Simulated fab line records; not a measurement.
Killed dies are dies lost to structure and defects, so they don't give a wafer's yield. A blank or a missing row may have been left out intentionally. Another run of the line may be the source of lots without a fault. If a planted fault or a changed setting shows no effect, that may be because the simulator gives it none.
2 desks looking at one fault | flow berkeley-cmos170 | only its own numbers are on each desk; what lay behind them is given at the end

AT THE METROLOGY DESK
What the gauges read, lot by lot, whatever tool the lot ran on: means of the sampled wafers that have a number. A lot is out of limits, marked OUT, if its mean lies more than 4 standard deviations from the usual mean; the brackets give that distance.
Columns: A = NWELL_OXIDE_THK at UCB170_NWELL_THK_MEAS_02, usual 26.4 nm; B = NWELL_NITRIDE_THK at UCB170_NWELL_THK_MEAS_05, usual 223.9 nm; C = NWELL_OVL at UCB170_NWELL_OVL_MEAS_12, usual -1 nm; D = PWELL_OVL at UCB170_PWELL_OVL_MEAS_13, usual 1 nm
lot  | first seen here | A    | B               | C   | D
L511 | day 2 01:03     | 27.0 | 223.3           | 2   | -4
L512 | day 2 06:23     | 27.7 | 221.7           | -8  | -6
L513 | day 2 06:23     | 26.5 | 224.3           | -4  | -1
L515 | day 2 21:58     | 25.4 | 223.8           | 5   | -4
L516 | day 3 03:10     | 26.4 | 227.2           | -5  | 3
L518 | day 3 16:30     | 26.7 | 221.6           | 5   | 0
L522 | day 4 11:25     | 25.5 | 225.1           | -10 | 1
L525 | day 4 17:58     | 26.3 | 224.2           | -6  | 6
L526 | day 5 06:01     | 26.4 | 197.3 (-13) OUT | 3   | 6
L527 | day 5 10:03     | 26.3 | 197.9 (-13) OUT | -1  | 7
L528 | day 5 13:55     | 27.3 | 196.1 (-14) OUT | 2   | 1
L530 | day 5 19:05     | 26.0 | 221.2           | 3   | 7
L531 | day 6 03:43     | 26.7 | 226.8           | -0  | 7
L533 | day 6 14:40     | 26.3 | 227.0           | -1  | 1
L534 | day 6 20:53     | 25.9 | 222.4           | 2   | -4
This desk reports L526, L527, L528 out of limits; the earliest was L526 at day 5 13:14 (NWELL_NITRIDE_THK at UCB170_NWELL_THK_MEAS_05). Within limits: L511, L512, L513, L515, L516, L518, L522, L525, L530, L531, L533, L534.

AT THE TOOL OWNER'S DESK: lpcvd-01
The tool's own readings at UCB170_NWELL_CVD_04 (deposits Si3N4 from SiH2Cl2/NH3, target thk 224 nm, time 3360 s): means of the sampled wafers that have a number, for each lot that ran on this tool. A lot is out of limits, marked OUT, if its mean lies more than 4 standard deviations from the usual mean; the brackets give that distance.
Columns: A = spike-tc-centre-C at UCB170_NWELL_CVD_04, usual 802.3 C; B = spike-tc-load-C at UCB170_NWELL_CVD_04, usual 822.9 C; C = spike-tc-source-C at UCB170_NWELL_CVD_04, usual 821.9 C; D = susceptor-temp-C at UCB170_NWELL_CVD_04, usual 800.0 C
lot  | first seen here | A                | B     | C                | D
L511 | day 2 05:48     | 801.0            | 823.8 | 822.3            | 800.1
L515 | day 3 04:22     | 802.5            | 820.5 | 822.5            | 799.9
L516 | day 3 07:57     | 802.9            | 821.3 | 823.0            | 800.3
L525 | day 4 21:58     | 803.5            | 819.8 | 822.8            | 800.5
L526 | day 5 11:18     | 793.9 (-7.7) OUT | 816.1 | 815.1 (-5.7) OUT | 792.9 (-19) OUT
L527 | day 5 15:01     | 796.3 (-5.5) OUT | 813.7 | 814.7 (-6.0) OUT | 793.0 (-19) OUT
L528 | day 5 18:21     | 794.8 (-6.8) OUT | 816.3 | 814.0 (-6.6) OUT | 792.8 (-19) OUT
This desk's finding: out of limits on L526, L527, L528; first on L526, day 5 11:18 (spike-tc-centre-C at UCB170_NWELL_CVD_04). Within limits: L511, L515, L516, L525.

BROUGHT TOGETHER
At day 5 11:18, on L526, L527, L528, the tool owner's desk was in a position to raise an alarm.
L526, L527, L528 would have let the metrology desk raise an alarm at day 5 13:14.
On lpcvd-01, each named lot ran UCB170_NWELL_CVD_04.

WHAT THE SIMULATOR HAD INSERTED
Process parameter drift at UCB170_NWELL_CVD_04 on lpcvd-01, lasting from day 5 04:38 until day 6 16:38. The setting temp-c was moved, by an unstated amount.
Struck lots among those shown: L526, L527, L528.
Counting hours from when the fault started, the first reading out of limits came at 7 for the tool owner's desk and at 9 for the metrology desk.
